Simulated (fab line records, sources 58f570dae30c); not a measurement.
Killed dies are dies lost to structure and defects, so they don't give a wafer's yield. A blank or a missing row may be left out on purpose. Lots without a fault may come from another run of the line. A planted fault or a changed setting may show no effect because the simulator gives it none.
fab line records | flow berkeley_cmos170
record lots=14 wafers=42 last_day=13
route steps=331 shown PWELL@50 ACTIVE@75 FIELD@96
lots that met no fault: from a run of the same line without faults
start_h: hours from the record's first day to the start of the lot's first wafer shown | wait_h: hours since the lot's step before | " the same as in the row above | L1.1+2: a row that stands for several wafers | - no value, or no start given | * or withheld: withheld | < > ~ a bound
route shown NAME@n: a module of which the file shows steps, and the number in the route of the first | usual: mean/standard deviation of fault-free wafers | same: alike in all rows | chamber/n: place in a boat | sites: the reading at each site | _std_site: their standard deviation | _edge_site: outer sites' mean less inner sites' | radius_mm: how far each site lies from the wafer's centre | mask NAME#n: copy n | behind: the tool/chamber that last shaped the wafer | hold: why the lot was held/for how many hours/how that ended | device: the transistor (n, p or np) that didn't switch | end of line: the same wafers' tests at the end of the route | a step without rows: its recipe alone | killed: dies lost to structure and defects at the first sort, not the wafer's yield | map: a wafer's dies, x killed, . not, _ none there
set.NAME: the setting as run; set.NAME@STEP: as run at that earlier step | model.NAME: the simulator's own value behind a step, which no gauge read
steps of the route over a sample of lots; a table a step, a row a wafer
services: from which hour (start_h, from the record's first day; less than 0 if before it) a tool's chamber was out of use, for how many hours, and why
## steps
# step UCB170_PWELL_STRIP_16
# recipe chemistry=O2 power_w=400 pressure_mtorr=3500 platen_temp_c=withheld o2_flow_sccm=400 overash_fraction=0.5
# usual chamber_pressure_mTorr=3500/3.3 drypump_motor_current_A=5.56/0.27 oes_product_au=0.720/0.0045 strip_time_to_endpoint_s=18.08/0.11
# columns lot.wafer tool chamber start_h wait_h chamber_pressure_mTorr drypump_motor_current_A oes_product_au rf_hours_counter_h strip_time_to_endpoint_s
L677.1 plasma_asher-02 1 49.98 0.1 3496 5.90 0.723 30 17.97
L677.4 " 0 " " 3503 5.18 0.723 - 18.11
L677.6 " 1 " " 3500 5.90 0.725 - 18.16
L679.2 plasma_asher-01 1 72.06 0.1 3502 5.44 0.720 33 18.14
L679.3 " 0 " " 3500 5.41 0.712 - 18.05
L679.6 " 0 " " 3495 5.40 0.716 - 18.06
L681.2 plasma_asher-04 1 79.21 0.1 3506 5.45 0.712 28 18.02
L681.3 " 0 " " 3501 5.81 0.719 - 17.95
L681.5 " 1 " " 3500 5.46 0.729 - 18.00
L680.1 plasma_asher-02 0 79.31 0.1 3498 5.17 0.727 34 18.18
L680.3 " 0 " " 3502 5.14 0.718 - 18.04
L680.6 " 1 " " 3497 5.88 0.723 - 17.96
L682.1 plasma_asher-04 0 87.84 0.1 3507 5.85 0.727 29 18.24
L682.2 " 1 " " 3503 5.46 0.716 29 18.25
L682.3 " 1 " " 3498 5.47 0.719 - 18.04
L683.1 plasma_asher-02 1 97.39 0.1 3500 5.90 0.719 36 18.11
L683.3 " 0 " " 3503 5.15 0.714 - 18.09
L683.6 " 1 " " 3500 5.91 0.721 - 18.15
L684.1 plasma_asher-04 1 97.66 0.1 3502 5.45 0.721 30 17.95
L684.5 " 0 " " 3499 5.83 0.720 - 18.17
L684.6 " 1 " " 3503 5.46 0.716 - 18.18
L686.1 plasma_asher-04 0 105.44 0.1 3503 5.84 0.719 31 17.96
L686.4 " 1 " " 3502 5.47 0.712 - 17.88
L686.6 " 1 " " 3506 5.46 0.719 - 17.97
L687.1 plasma_asher-04 0 115.12 0.1 3504 5.82 0.717 32 17.88
L687.3 " 0 " " 3502 5.84 0.723 - 18.03
L687.5 " 1 " " 3498 5.48 0.717 - 17.92
L689.1 plasma_asher-02 1 115.35 0.1 3506 5.90 0.717 38 18.18
L689.3 " 0 " " 3504 5.21 0.724 - 18.28
L689.4 " 1 " " 3503 5.91 0.712 - 18.04
L691.1 plasma_asher-02 1 132.74 0.1 3501 5.90 0.724 41 18.17
L691.2 " 0 " " 3499 5.13 0.727 41 18.22
L691.6 " 1 " " 3502 5.89 0.729 - 18.06
L695.1 plasma_asher-04 1 144.62 0.1 3503 5.45 0.724 36 18.24
L695.5 " 1 " " 3503 5.49 0.714 - 18.20
L695.6 " 0 " " 3495 5.82 0.723 - 18.11
L697.1 plasma_asher-04 0 156.47 0.1 3502 5.84 0.717 38 18.01
L697.2 " 1 " " 3502 5.47 0.725 38 18.02
L697.5 " 0 " " 3502 5.81 0.723 - 18.11
L700.2 plasma_asher-01 0 171.15 0.1 3505 5.40 0.718 44 18.09
L700.3 " 0 " " 3499 5.39 0.716 - 18.16
L700.5 " 1 " " 3501 5.45 0.720 - 18.14
# step UCB170_ACTIVE_ETCH_15
# recipe chemistry=CH3F/Ar/O2 target=Si3N4 stop_on=SiO2 CH3F_flow_sccm=20 Ar_flow_sccm=50 O2_flow_sccm=7 pressure_mtorr=50 rf_w=450 target_depth_a=2420 over_etch_frac=0.1 time_s=151
# usual chamber_pressure_mTorr=50.00/0.047 drypump_motor_current_A=5.7/0.41 oes_product_au=0.948/0.018 throttle_valve_pct=8.09/0.11
# columns lot.wafer tool chamber start_h wait_h chamber_pressure_mTorr drypump_motor_current_A oes_product_au rf_hours_counter_h throttle_valve_pct
L677.1 rie_diel-04 3 90.21 0.0 49.97 6.1 0.986 14 8.00
L677.4 " 2 " " 49.87 5.6 0.957 - 8.07
L677.6 " 3 " " 49.91 6.1 0.975 - 8.01
L679.2 rie_diel-03 1 103.28 0.0 49.98 5.2 0.957 16 8.24
L679.3 " 2 " " 49.97 5.8 0.954 131 8.22
L679.6 " 1 " " 49.92 5.2 0.957 - 8.24
L681.2 rie_diel-01 1 114.92 0.0 50.06 6.2 0.923 16 8.01
L681.3 " 2 " " 50.00 5.1 0.969 7 7.91
L681.5 " 3 " " 50.03 5.8 0.974 - 7.88
L680.1 rie_diel-04 3 115.50 0.0 49.97 6.1 0.966 16 8.00
L680.3 " 2 " " 50.14 5.6 0.954 160 8.10
L680.6 " 3 " " 49.96 6.1 0.979 - 8.02
L682.1 rie_diel-01 2 124.89 0.0 50.00 5.1 0.948 8 7.92
L682.2 " 0 " " 50.01 5.3 0.933 96 8.18
L682.3 " 1 " " 50.02 6.2 0.907 16 8.00
L683.1 rie_diel-04 1 132.98 0.0 49.96 5.3 0.941 11 8.21
L683.3 " 2 " " 50.07 5.6 0.952 162 8.07
L683.6 " 3 " " 49.86 6.1 0.982 - 7.99
L684.1 rie_diel-03 3 133.01 0.0 49.99 5.8 0.926 114 7.98
L684.5 " 3 " " 49.99 5.8 0.931 - 7.98
L684.6 " 1 " " 50.00 5.2 0.959 - 8.24
L686.1 rie_diel-03 0 141.03 0.0 49.97 6.5 0.941 0 8.17
L686.4 " 2 " " 50.00 5.9 0.950 134 8.21
L686.6 " 2 " " 50.07 5.9 0.948 - 8.20
L689.1 rie_diel-03 2 149.64 0.0 50.02 5.9 0.954 134 8.20
L689.3 " 3 " " 50.03 5.8 0.927 115 7.99
L689.4 " 0 " " 50.01 6.5 0.946 1 8.18
L687.1 rie_diel-03 1 150.19 0.0 50.02 5.2 0.956 19 8.25
L687.3 " 0 " " 49.99 6.5 0.949 1 8.18
L687.5 " 3 " " 50.04 5.8 0.935 - 7.97
L691.1 rie_diel-04 1 163.25 0.0 49.96 5.3 0.940 13 8.21
L691.2 " 0 " " 49.94 5.7 0.973 112 8.01
L691.6 " 2 " " 50.07 5.6 0.952 - 8.11
L695.1 rie_diel-04 3 179.33 0.0 49.96 6.1 0.959 20 7.99
L695.5 " 3 " " 50.00 6.1 0.961 - 8.00
L695.6 " 2 " " 50.02 5.6 0.942 - 8.09
L697.1 rie_diel-04 2 189.67 0.0 50.04 5.6 0.959 1 8.08
L697.2 " 0 " " 50.06 5.6 0.961 113 8.03
L697.5 " 0 " " 50.05 5.6 0.960 - 8.01
L700.2 rie_diel-04 0 208.69 0.0 49.94 5.6 0.955 114 8.02
L700.3 " 2 " " 50.05 5.6 0.946 2 8.10
L700.5 " 0 " " 49.99 5.6 0.959 - 8.01
# step UCB170_ACTIVE_STRIP_16
# recipe chemistry=O2 power_w=400 pressure_mtorr=3500 platen_temp_c=withheld o2_flow_sccm=400 overash_fraction=0.5
# usual chamber_pressure_mTorr=3500/3.4 drypump_motor_current_A=5.51/0.27 oes_product_au=0.721/0.0044 strip_time_to_endpoint_s=18.22/0.095
# columns lot.wafer tool chamber start_h wait_h chamber_pressure_mTorr drypump_motor_current_A oes_product_au rf_hours_counter_h strip_time_to_endpoint_s
L677.1 plasma_asher-03 1 90.31 0.1 3496 5.33 0.717 35 18.22
L677.4 " 1 " " 3500 5.34 0.715 - 18.03
L677.6 " 1 " " 3501 5.34 0.721 - 18.15
L679.2 plasma_asher-04 0 103.38 0.1 3502 5.81 0.720 31 18.17
L679.3 " 1 " " 3496 5.49 0.723 - 18.20
L679.6 " 0 " " 3500 5.82 0.717 - 18.19
L681.2 plasma_asher-04 1 115.02 0.1 3498 5.45 0.719 32 18.26
L681.3 " 0 " " 3500 5.84 0.718 - 18.28
L681.5 " 1 " " 3496 5.47 0.730 - 18.30
L680.1 plasma_asher-02 0 115.60 0.1 3501 5.16 0.717 39 18.32
L680.3 " 1 " " 3502 5.87 0.726 - 18.19
L680.6 " 0 " " 3505 5.15 0.722 - 18.28
L682.1 plasma_asher-02 0 124.99 0.1 3501 5.18 0.716 40 18.33
L682.2 " 1 " " 3503 5.91 0.715 40 18.28
L682.3 " 1 " " 3503 5.90 0.719 - 18.31
L683.1 plasma_asher-03 0 133.08 0.1 3501 5.48 0.715 2 18.29
L683.3 " 0 " " 3496 5.51 0.716 - 18.13
L683.6 " 1 " " 3503 5.35 0.716 - 18.33
L684.1 plasma_asher-04 1 133.11 0.1 3496 5.45 0.728 35 18.19
L684.5 " 1 " " 3496 5.44 0.719 - 18.13
L684.6 " 0 " " 3503 5.82 0.715 - 18.23
L686.1 plasma_asher-03 1 141.14 0.1 3495 5.38 0.719 3 18.30
L686.4 " 1 " " 3494 5.35 0.725 - 18.27
L686.6 " 0 " " 3496 5.57 0.731 - 18.15
L689.1 plasma_asher-02 0 149.74 0.1 3499 5.16 0.725 42 18.06
L689.3 " 1 " " 3502 5.89 0.721 - 15.31
L689.4 " 0 " " 3498 5.16 0.719 - 18.14
L687.1 plasma_asher-02 1 150.29 0.1 3505 5.91 0.716 43 18.32
L687.3 " 0 " " 3498 5.17 0.723 - 18.25
L687.5 " 1 " " 3498 5.88 0.725 - 15.63
L691.1 plasma_asher-03 0 163.35 0.1 3503 5.53 0.719 5 18.11
L691.2 " 1 " " 3503 5.33 0.718 5 18.03
L691.6 " 0 " " 3498 5.47 0.722 - 18.04
L695.1 plasma_asher-03 1 179.43 0.1 3499 5.34 0.724 7 18.14
L695.5 " 1 " " 3500 5.35 0.720 - 18.15
L695.6 " 0 " " 3498 5.52 0.719 - 17.99
L697.1 plasma_asher-03 1 189.77 0.1 3497 5.37 0.730 8 18.24
L697.2 " 0 " " 3499 5.53 0.722 8 18.30
L697.5 " 1 " " 3498 5.34 0.720 - 18.36
L700.2 plasma_asher-02 0 208.79 0.1 3504 5.14 0.722 49 18.26
L700.3 " 1 " " 3503 5.88 0.723 - 18.20
L700.5 " 0 " " 3499 5.17 0.718 - 18.21
# step UCB170_ACTIVE_CD_MEAS_90
# recipe target_cd_nm=1200
# usual cd_nm=1200.4/1.3
# columns lot.wafer tool chamber start_h wait_h cd_nm
L677.1 cd_sem-02 - 90.78 0.4 1199.9
L677.4 " - " " 1200.4
L677.6 " - " " 1200.5
L679.2 cd_sem-01 - 103.50 0.1 1199.7
L679.3 " - " " 1201.3
L679.6 " - " " 1200.9
L681.2 cd_sem-01 - 115.17 0.1 1200.6
L681.3 " - " " 1201.0
L681.5 " - " " 1201.2
L680.1 cd_sem-01 - 115.70 0.1 1201.9
L680.3 " - " " 1198.9
L680.6 " - " " 1201.0
L682.1 cd_sem-01 - 125.09 0.1 1200.0
L682.2 " - " " 1201.0
L682.3 " - " " 1200.4
L683.1 cd_sem-02 - 133.18 0.1 1198.6
L683.3 " - " " 1198.5
L683.6 " - " " 1198.2
L684.1 cd_sem-01 - 133.25 0.1 1197.8
L684.5 " - " " 1197.8
L684.6 " - " " 1197.7
L686.1 cd_sem-01 - 141.24 0.1 1199.2
L686.4 " - " " 1199.9
L686.6 " - " " 1199.5
L689.1 cd_sem-02 - 149.88 0.1 1199.5
L689.3 " - " " 1198.2
L689.4 " - " " 1200.3
L687.1 cd_sem-02 - 150.39 0.1 1201.5
L687.3 " - " " 1201.0
L687.5 " - " " 1200.9
L691.1 cd_sem-01 - 163.58 0.2 1199.4
L691.2 " - " " 1199.0
L691.6 " - " " 1200.4
L695.1 cd_sem-02 - 179.53 0.1 1201.2
L695.5 " - " " 1201.5
L695.6 " - " " 1202.8
L697.1 cd_sem-02 - 189.87 0.1 1198.2
L697.2 " - " " 1201.0
L697.5 " - " " 1199.5
L700.2 cd_sem-02 - 208.91 0.1 1201.0
L700.3 " - " " 1200.2
L700.5 " - " " 1202.1
# step UCB170_FIELD_THK_MEAS_90
# recipe reads=SiO2_of_FIELD_OXIDATION_01
# usual FIELD_OXIDE_LEFT_1_THK=449/11
# columns lot.wafer tool chamber start_h wait_h FIELD_OXIDE_LEFT_1_THK[nm]
L677.1 film_metro-01 - 108.12 0.1 447
L677.4 " - " " 445
L677.6 " - " " 438
L679.2 film_metro-04 - 121.08 0.0 445
L679.3 " - " " 438
L679.6 " - " " 441
L680.1 film_metro-04 - 133.57 0.0 444
L680.3 " - " " 440
L680.6 " - " " 441
L681.2 film_metro-01 - 133.58 0.0 447
L681.3 " - " " 445
L681.5 " - " " 441
L682.1 film_metro-01 - 146.63 0.0 439
L682.2 " - " " 442
L682.3 " - " " 452
L683.1 film_metro-01 - 154.28 0.0 456
L683.3 " - " " 463
L683.6 " - " " 455
L684.1 film_metro-02 - 154.28 0.0 460
L684.5 " - " " 450
L684.6 " - " " 449
L686.1 film_metro-02 - 158.67 0.0 470
L686.4 " - " " 477
L686.6 " - " " 475
L689.1 film_metro-01 - 169.30 0.0 459
L689.4 " - " " 467
L687.1 film_metro-01 - 169.36 0.1 435
L687.3 " - " " 434
L691.1 film_metro-02 - 181.17 0.0 448
L691.2 " - " " 449
L691.6 " - " " 445
L695.1 film_metro-01 - 199.86 0.0 448
L695.5 " - " " 446
L695.6 " - " " 446
L697.1 film_metro-04 - 210.93 0.0 431
L697.2 " - " " 431
L697.5 " - " " 435
L700.2 film_metro-01 - 227.58 0.0 434
L700.3 " - " " 447
L700.5 " - " " 435
## services
# columns tool chamber start_h hours kind
rie_diel-04 - 51.45 9.3 repair
plasma_asher-02 - 61.01 0.4 repair
rie_diel-04 - 72.72 14.6 pm
plasma_asher-03 - 80.71 9.3 repair
rie_diel-03 0 92.60 5.1 repair
rie_diel-03 3 95.07 14.8 repair
plasma_asher-01 - 104.32 2.7 repair
plasma_asher-03 - 108.75 9.0 pm
plasma_asher-03 0 108.75 9.0 vent_cycle
plasma_asher-03 1 108.75 9.0 vent_cycle
rie_diel-03 0 112.08 - clean
rie_diel-03 0 112.08 27.6 scheduled_down
rie_diel-03 0 112.08 27.6 vent_cycle
plasma_asher-01 - 113.15 4.5 repair
plasma_asher-01 - 115.22 0.9 repair
plasma_asher-03 0 117.75 - clean
plasma_asher-03 1 117.75 - clean
rie_diel-04 2 137.47 - clean
rie_diel-04 2 137.47 25.5 scheduled_down
rie_diel-04 2 137.47 25.5 vent_cycle
plasma_asher-02 - 146.40 2.8 pm
rie_diel-04 0 178.04 2.2 repair
rie_diel-04 - 187.17 0.5 repair
plasma_asher-03 - 192.32 1.6 repair
## key
first_sign step=UCB170_ACTIVE_STRIP_16 reading=strip_time_to_endpoint_s direction=down sigmas=29 usual=* struck=*
effect none on later readings
met_at UCB170_ACTIVE_ETCH_15
struck_lots L687,L689
struck_wafers L687.5,L689.3
later_rows_left_out L687.5,L689.3
sort_left_out L687.5,L689.3
tester_left_out L687,L689
not_acting_at UCB170_PWELL_STRIP_16,UCB170_ACTIVE_CD_MEAS_90,UCB170_FIELD_THK_MEAS_90
onset_between 133.01 149.64
fault kind=process_parameter_drift tool=rie_diel-03 chamber=3 onset_h=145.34 steps=UCB170_ACTIVE_ETCH_15 channel=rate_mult offset=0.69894 shape=step end_h=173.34
# tester_left_out: of these lots the tester's yield and bins aren't shown, on N5 and GAA mostly nor the transistor test; their killed dies are dies lost to structure and defects alone, not to doping, threshold or leakage, so they don't give the yield
# sort_left_out: the simulated sort isn't trusted on such a fault, so these wafers' sort isn't shown, and their yield isn't known
# later_rows_left_out: the simulator's readings of these wafers behind a module that went badly wrong aren't trusted and aren't shown, but for the sort
